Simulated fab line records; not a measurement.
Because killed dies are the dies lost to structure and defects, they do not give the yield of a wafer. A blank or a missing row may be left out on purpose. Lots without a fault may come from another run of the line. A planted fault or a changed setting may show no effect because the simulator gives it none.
Which tool is to blame? || flow rit cmos || Sampling: 14 lots, 42 wafers, 2 of 202 route steps

## WHAT EACH GAUGE READ, for each wafer
RIT_PRETRO_TW_MEAS_10.
{"lot": "L482", "measured": "day 2 14:47", "on": "film metro-03", "PRETRO_TW": "480 480 481"}
{"lot": "L483", "measured": "day 2 20:08", "on": "film metro-02", "PRETRO_TW": "476 476 473"}
{"lot": "L484", "measured": "day 3 01:07", "on": "film metro-04", "PRETRO_TW": "471 472 469"}
{"lot": "L485", "measured": "day 3 04:17", "on": "film metro-03", "PRETRO_TW": "481 482 484"}
{"lot": "L486", "measured": "day 3 11:56", "on": "film metro-03", "PRETRO_TW": "483 481 482"}
{"lot": "L487", "measured": "day 3 15:51", "on": "film metro-03", "PRETRO_TW": "480 484 480"}
{"lot": "L489", "measured": "day 4 05:27", "on": "film metro-04", "PRETRO_TW": "473 471 472"}
{"lot": "L492", "measured": "day 4 21:09", "on": "film metro-04", "PRETRO_TW": "473 474 474"}
{"lot": "L493", "measured": "day 5 03:38", "on": "film metro-02", "PRETRO_TW": "474 474 474"}
{"lot": "L496", "measured": "day 5 22:44", "on": "film metro-03", "PRETRO_TW": "447 446 445"}
{"lot": "L498", "measured": "day 6 06:02", "on": "film metro-02", "PRETRO_TW": "443 439 442"}
{"lot": "L502", "measured": "day 6 21:20", "on": "film metro-03", "PRETRO_TW": "477 479 477"}
{"lot": "L504", "measured": "day 7 06:21", "on": "film metro-03", "PRETRO_TW": "480 481 481"}
{"lot": "L503", "measured": "day 7 07:48", "on": "film metro-03", "PRETRO_TW": "481 478 481"}

## WHAT TOOL EACH LOT RAN ON (gives the tool, then ch and the chambers of the sampled wafers, and finally the start)
{"lot": "L482", "RIT_PRETRO_IMPLANT_08": "implanter-01 ch 0, day 2 14:28"}
{"lot": "L483", "RIT_PRETRO_IMPLANT_08": "implanter-01 ch 0, day 2 19:50"}
{"lot": "L484", "RIT_PRETRO_IMPLANT_08": "implanter-03 ch 0, day 3 00:50"}
{"lot": "L485", "RIT_PRETRO_IMPLANT_08": "implanter-02 ch 0, day 3 03:58"}
{"lot": "L486", "RIT_PRETRO_IMPLANT_08": "implanter-03 ch 0, day 3 11:39"}
{"lot": "L487", "RIT_PRETRO_IMPLANT_08": "implanter-03 ch 0, day 3 15:34"}
{"lot": "L489", "RIT_PRETRO_IMPLANT_08": "implanter-01 ch 0, day 4 05:07"}
{"lot": "L492", "RIT_PRETRO_IMPLANT_08": "implanter-03 ch 0, day 4 20:50"}
{"lot": "L493", "RIT_PRETRO_IMPLANT_08": "implanter-02 ch 0, day 5 03:19"}
{"lot": "L496", "RIT_PRETRO_IMPLANT_08": "implanter-03 ch 0, day 5 22:25"}
{"lot": "L498", "RIT_PRETRO_IMPLANT_08": "implanter-03 ch 0, day 6 05:43"}
{"lot": "L502", "RIT_PRETRO_IMPLANT_08": "implanter-02 ch 0, day 6 21:01"}
{"lot": "L504", "RIT_PRETRO_IMPLANT_08": "implanter-02 ch 0, day 7 06:02"}
{"lot": "L503", "RIT_PRETRO_IMPLANT_08": "implanter-02 ch 0, day 7 07:31"}
- RIT_PRETRO_IMPLANT_08

## AS READ BY THE TOOLS THEMSELVES (means over the sampled wafers that have a number; for cases with no such wafer, the mark the record gives instead)
RIT_PRETRO_IMPLANT_08.
{"lot": "L482", "tool": "implanter-01", "dose ions cm2": 1.2e+13, "end station pressure torr (Torr)": 4.96e-06, "faraday current uA": 38.3}
{"lot": "L483", "tool": "implanter-01", "dose ions cm2": 1.2e+13, "end station pressure torr (Torr)": 5.06e-06, "faraday current uA": 37.8}
{"lot": "L484", "tool": "implanter-03", "dose ions cm2": 1.2e+13, "end station pressure torr (Torr)": 5.19e-06, "faraday current uA": 37.7}
{"lot": "L485", "tool": "implanter-02", "dose ions cm2": 1.2e+13, "end station pressure torr (Torr)": 4.95e-06, "faraday current uA": 37.9}
{"lot": "L486", "tool": "implanter-03", "dose ions cm2": 1.2e+13, "end station pressure torr (Torr)": 5.08e-06, "faraday current uA": 38.3}
{"lot": "L487", "tool": "implanter-03", "dose ions cm2": 1.2e+13, "end station pressure torr (Torr)": 5.09e-06, "faraday current uA": 37.8}
{"lot": "L489", "tool": "implanter-01", "dose ions cm2": 1.2e+13, "end station pressure torr (Torr)": 5.04e-06, "faraday current uA": 38.1}
{"lot": "L492", "tool": "implanter-03", "dose ions cm2": 1.2e+13, "end station pressure torr (Torr)": 4.88e-06, "faraday current uA": 38.3}
{"lot": "L493", "tool": "implanter-02", "dose ions cm2": 1.2e+13, "end station pressure torr (Torr)": 5.03e-06, "faraday current uA": 38.4}
{"lot": "L496", "tool": "implanter-03", "dose ions cm2": 9.4e+12, "end station pressure torr (Torr)": 4.89e-06, "faraday current uA": 29.4}
{"lot": "L498", "tool": "implanter-03", "dose ions cm2": 9.4e+12, "end station pressure torr (Torr)": 5.11e-06, "faraday current uA": 29.8}
{"lot": "L502", "tool": "implanter-02", "dose ions cm2": 1.2e+13, "end station pressure torr (Torr)": 4.78e-06, "faraday current uA": 37.8}
{"lot": "L504", "tool": "implanter-02", "dose ions cm2": 1.2e+13, "end station pressure torr (Torr)": 5.09e-06, "faraday current uA": 38.6}
{"lot": "L503", "tool": "implanter-02", "dose ions cm2": 1.2e+13, "end station pressure torr (Torr)": 5.24e-06, "faraday current uA": 38.2}

## THE ANSWER, worked out from the rows above alone
Rule: the usual values come from the lots themselves. Put in order of their means at a reading, lots are off if they are a third of the lots or fewer, leave a main group of 4 or more, and stand apart from it by a gap of 3 or more times the standard deviation of the main group's means; of several such gaps the widest counts. A main group is skipped when, at the precision printed for the reading in the tables above, its means are all equal. Also off: a lot with no number at a reading for which 4 or more lots have one. All remaining lots with rows at the step are treated as sound. The gauges are gone through in route order, then the tools' own readings, and for those a lot's mean is taken as printed above. At the first step where some lot is off, the reading lying furthest off is the one used; lots without a number count as furthest.
Off: L496, L498, seen at RIT_PRETRO_TW_MEAS_10 (PRETRO_TW). The main group has a mean of 477 with a standard deviation of 4.
A tool fits if, at a process step before that reading, it ran every lot that is off, and no sound lot after the first of them. The gauges at RIT_PRETRO_TW_MEAS_10 aren't tried: what is off there is off at RIT_PRETRO_IMPLANT_08 too, on other tools, and a gauge's error can't cause that. One candidate fits, namely implanter-03 at RIT_PRETRO_IMPLANT_08. Its last sound lot is L492 (day 4 20:50), its first lot that is off L496 (day 5 22:25): a fault that began between those two fits.
The tool's own readings at RIT_PRETRO_IMPLANT_08 bear it out: on the lots that are off they differ by more than 5 times the standard deviation of the sound lots' means. dose ions cm2 reads 9.4e+12 there against 1.2e+13 on the sound lots; faraday current uA reads 29.6 there against 38.1 on the sound lots.

## WHAT THE SIMULATOR HAD PUT IN
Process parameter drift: implanter-03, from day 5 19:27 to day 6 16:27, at RIT_PRETRO_IMPLANT_08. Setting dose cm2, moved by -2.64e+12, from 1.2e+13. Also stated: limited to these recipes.
Shown lots that were struck: L496, L498. This agrees with what the rule above found.
